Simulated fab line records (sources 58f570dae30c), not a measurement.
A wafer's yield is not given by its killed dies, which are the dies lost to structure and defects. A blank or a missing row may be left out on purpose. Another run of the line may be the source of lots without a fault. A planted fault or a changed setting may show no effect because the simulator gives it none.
Which tool is to blame? ; flow berkeleyCmos170 ; 42 wafers from 14 lots sampled at 4 of the route's 331 steps

## WHAT EACH GAUGE READ, for each wafer
UCB170_SILICIDE_THK_MEAS_03: measures by xrf.
lot;measured;on;SILICIDE_TI_THK (nm)
L292;day 8 00:36;filmMetro-02;29.66 29.61 29.99
L295;day 8 23:00;filmMetro-01;29.75 29.91 29.99
L293;day 8 23:17;filmMetro-04;29.74 29.69 29.44
L294;day 8 23:40;filmMetro-01;29.88 29.88 29.64
L296;day 9 09:41;filmMetro-01;29.71 29.53 29.23
L298;day 9 10:06;filmMetro-01;30.60 30.37 30.30
L297;day 9 10:16;filmMetro-02;29.91 29.87 30.06
L299;day 9 10:32;filmMetro-01;30.42 30.44 30.43
L300;day 10 07:15;filmMetro-02;29.90 29.75 29.66
L302;day 10 08:29;filmMetro-02;29.86 29.86 29.83
L301;day 10 08:30;filmMetro-01;29.74 29.70 29.62
L306;day 11 11:04;filmMetro-01;30.03 30.05 29.93
L308;day 11 17:19;filmMetro-04;30.50 30.56 30.44
L312;day 12 14:29;filmMetro-01;29.90 30.01 29.84

UCB170_CONTACT_CD_MEAS_90: the cd target is 700 nm.
lot;measured;on;cdNm (nm)
L292;day 8 04:51;cdSem-01;698.0 699.4 698.6
L295;day 9 03:23;cdSem-02;699.1 698.4 699.6
L293;day 9 05:07;cdSem-02;700.8 698.6 700.6
L294;day 9 05:26;cdSem-02;699.0 701.4 699.0
L296;day 9 14:16;cdSem-02;699.8 698.3 697.7
L298;day 9 14:49;cdSem-02;697.5 698.9 698.7
L297;day 9 16:42;cdSem-02;699.7 700.0 700.7
L299;day 9 17:00;cdSem-02;698.7 697.5 698.8
L300;day 10 12:14;cdSem-02;699.6 699.9 699.5
L302;day 10 14:40;cdSem-01;698.4 700.6 700.3
L301;day 10 14:36;cdSem-02;700.7 699.2 698.9
L306;day 11 16:02;cdSem-02;698.9 699.2 700.2
L308;day 11 22:53;cdSem-02;697.7 698.1 698.1
L312;day 12 19:54;cdSem-02;703.1 701.5 699.9

## EACH LOT AND THE TOOL THAT RAN IT (in order: tool; ch and the chambers of the sampled wafers; start)
lot;UCB170_SDANNEAL_RTA_00;UCB170_CONTACT_RTA_08
L292;rtpAnneal-01 ch 0, day 7 23:40;rtpAnneal-01 ch 0, day 8 03:30
L295;rtpAnneal-02 ch 0, day 8 22:10;rtpAnneal-02 ch 0, day 9 01:55
L293;rtpAnneal-01 ch 0, day 8 22:28;rtpAnneal-01 ch 0, day 9 03:42
L294;rtpAnneal-02 ch 0, day 8 22:51;rtpAnneal-02 ch 0, day 9 03:51
L296;rtpAnneal-01 ch 0, day 9 08:52;rtpAnneal-01 ch 0, day 9 12:35
L298;rtpAnneal-02 ch 0, day 9 09:17;rtpAnneal-02 ch 0, day 9 13:00
L297;rtpAnneal-01 ch 0, day 9 09:27;rtpAnneal-01 ch 0, day 9 14:23
L299;rtpAnneal-02 ch 0, day 9 09:42;rtpAnneal-02 ch 0, day 9 14:33
L300;rtpAnneal-01 ch 0, day 10 06:26;rtpAnneal-02 ch 0, day 10 10:41
L302;rtpAnneal-01 ch 0, day 10 07:40;rtpAnneal-02 ch 0, day 10 12:32
L301;rtpAnneal-02 ch 0, day 10 07:41;rtpAnneal-01 ch 0, day 10 12:29
L306;rtpAnneal-01 ch 0, day 11 10:15;rtpAnneal-01 ch 0, day 11 14:21
L308;rtpAnneal-01 ch 0, day 11 16:20;rtpAnneal-01 ch 0, day 11 20:50
L312;rtpAnneal-01 ch 0, day 12 13:39;rtpAnneal-02 ch 0, day 12 18:17
- UCB170_SDANNEAL_RTA_00: time 10 s.
- UCB170_CONTACT_RTA_08: time 10 s.

## AS READ BY THE TOOLS THEMSELVES (means over the sampled wafers that have a number; for cases with no such wafer, the mark the record gives instead)
UCB170_SDANNEAL_RTA_00.
lot;tool;lampPowerPct (%);wafer_temp_C_max
L292;rtpAnneal-01;25.3;904.1
L295;rtpAnneal-02;28.6;903.7
L293;rtpAnneal-01;25.3;904.3
L294;rtpAnneal-02;28.6;903.6
L296;rtpAnneal-01;25.4;903.8
L298;rtpAnneal-02;28.6;903.4
L297;rtpAnneal-01;25.3;903.6
L299;rtpAnneal-02;28.6;904.5
L300;rtpAnneal-01;25.3;904.5
L302;rtpAnneal-01;25.3;903.5
L301;rtpAnneal-02;28.6;904.8
L306;rtpAnneal-01;25.3;904.9
L308;rtpAnneal-01;25.3;904.2
L312;rtpAnneal-01;25.3;904.9

UCB170_CONTACT_RTA_08.
lot;tool;lampPowerPct (%);wafer_temp_C_max
L292;rtpAnneal-01;25.3;904.1
L295;rtpAnneal-02;28.6;903.5
L293;rtpAnneal-01;25.3;904.6
L294;rtpAnneal-02;28.6;904.0
L296;rtpAnneal-01;25.3;904.2
L298;rtpAnneal-02;28.6;903.3
L297;rtpAnneal-01;25.3;903.3
L299;rtpAnneal-02;28.6;903.8
L300;rtpAnneal-02;28.6;903.3
L302;rtpAnneal-02;28.6;903.8
L301;rtpAnneal-01;25.4;904.4
L306;rtpAnneal-01;26.8;924.5
L308;rtpAnneal-01;26.8;924.2
L312;rtpAnneal-02;28.6;903.9

## THE ANSWER, worked out from the rows above alone
Rule: the lots themselves supply what counts as usual. Put in order of their means at a reading, lots are off if they are a third of the lots or fewer, leave a main group of 4 or more, and stand apart from it by a gap of 3 or more times the standard deviation of the main group's means; of several such gaps the widest counts. A main group is skipped when, at the precision printed for the reading in the tables above, its means are all equal. Also off: a lot with no number at a reading for which 4 or more lots have one. Any other lot the step has rows for is counted as sound. After the gauges, taken in route order, come the tools' own readings; for these a lot's mean is taken, as printed above. The first step at which some lot is off is used, and at that step the reading that is off furthest; a lot without a number counts as furthest.
Off: L306, L308 (UCB170_CONTACT_RTA_08, wafer_temp_C_max). Mean 903.9 and standard deviation 0.42 in the main group.
If a tool, at that step or one of the process steps before it, ran each lot that is off and ran no sound lot following the first of them, it fits. One fits: rtpAnneal-01 at UCB170_CONTACT_RTA_08. A fault onset in the window from L301 (day 10 12:29, its last sound lot) to L306 (day 11 14:21, its first lot off) fits.
On the lots that are off, the tool's own readings at UCB170_CONTACT_RTA_08 differ by more than 5 times the standard deviation of the sound lots' means, which bears it out; wafer_temp_C_max reads 924.4 there versus 903.9 on the sound lots.

## WHAT THE SIMULATOR HAD INSERTED
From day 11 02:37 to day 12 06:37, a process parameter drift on rtpAnneal-01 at UCB170_CONTACT_RTA_08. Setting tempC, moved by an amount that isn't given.
Struck lots among those shown: L306, L308. The rule given above showed the same thing.
